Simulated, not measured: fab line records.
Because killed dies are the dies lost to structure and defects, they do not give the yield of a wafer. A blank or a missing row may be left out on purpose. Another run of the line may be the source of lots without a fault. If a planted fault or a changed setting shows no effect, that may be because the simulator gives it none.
A single fault, viewed from 2 desks + flow rit_cmos + what lay behind the numbers comes last; until then each desk has only its own

## THE METROLOGY DESK
Lot by lot, what the gauges showed, no matter which tool ran the lot: averages of those sampled wafers that carry a number. A lot is out of limits, marked OUT, if its mean lies more than 4 standard deviations from the usual mean; the brackets give that distance.
Columns: A = PWELL_RS at RIT_WELLDRIVE_RS_MEAS_02, usual 429.6 ohm/sq; B = M1_AL_RS at RIT_M1_RS_MEAS_01, usual 0.0738 ohm/sq
| lot  | first seen here | A     | B      |
|------|-----------------|-------|--------|
| L781 | day 2 10:28     | 430.4 | 0.0735 |
| L782 | day 2 17:33     | 428.3 | 0.0733 |
| L783 | day 2 23:59     | 431.2 | 0.0745 |
| L785 | day 3 11:50     | 430.8 | 0.0734 |
| L786 | day 3 14:16     | 430.7 | 0.0738 |
| L787 | day 3 18:46     | 430.2 | 0.0730 |
| L788 | day 3 23:05     | 428.6 | 0.0744 |
| L791 | day 4 13:06     | 429.5 | 0.0736 |
| L792 | day 4 17:44     | 430.3 | 0.0738 |
| L793 | day 4 22:07     | 430.4 | 0.0745 |
| L800 | day 6 11:43     | 430.8 | 0.0737 |
| L801 | day 6 13:53     | 429.5 | 0.0747 |
| L803 | day 7 01:41     | 426.7 | 0.0733 |
This desk found nothing out of limits on any of the 13 lots.

## TOOL OWNER'S DESK, rie_diel-04
The tool's own readings at RIT_CONTACT_ETCH_11 (etches SiO2 in CHF3/CF4/Ar, stops on TiSi2, target depth 480 nm, time 320 s): means of the sampled wafers that have a number, for each lot that ran on this tool. A lot is out of limits, marked OUT, if its mean lies more than 4 standard deviations from the usual mean; the brackets give that distance.
Columns: A = drypump_motor_current_A at RIT_CONTACT_ETCH_11, usual 5.7 A; B = mfc_ar_sccm at RIT_CONTACT_ETCH_11, usual 100.0 sccm; C = oes_product_au at RIT_CONTACT_ETCH_11, usual 0.989 a.u.; D = rf_fwd_power_W at RIT_CONTACT_ETCH_11, usual 199.7 W; E = throttle_valve_pct at RIT_CONTACT_ETCH_11, usual 8.80 %
| lot  | first seen here | A   | B     | C     | D               | E    |
|------|-----------------|-----|-------|-------|-----------------|------|
| L783 | day 4 02:06     | 5.6 | 100.1 | 0.971 | 199.4           | 8.66 |
| L788 | day 5 00:58     | 5.5 | 99.8  | 0.985 | 199.7           | 8.85 |
| L792 | day 5 17:47     | 5.5 | 100.3 | 0.989 | 199.4           | 8.87 |
| L793 | day 6 00:23     | 5.6 | 100.1 | 0.976 | 172.5 (-50) OUT | 8.87 |
This desk's verdict: out of limits on L793, starting with L793 at day 6 00:23 (rf_fwd_power_W at RIT_CONTACT_ETCH_11). L783, L788, L792: within limits.

## BROUGHT TOGETHER
The tool owner's desk could have raised an alarm at day 6 00:23, on L793.
Nothing out of limits was seen by the metrology desk.
The metrology desk has L793 on record, within its limits.
RIT_CONTACT_ETCH_11 was run on rie_diel-04 by each of the lots named.

## WHAT THE SIMULATOR HAD PUT IN
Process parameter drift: rie_diel-04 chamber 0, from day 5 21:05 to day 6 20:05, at RIT_CONTACT_ETCH_11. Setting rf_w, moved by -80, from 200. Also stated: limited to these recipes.
Shown lots that were struck: L793.
Each desk's first reading out of limits, in hours after the fault started: the tool owner's desk, 3.
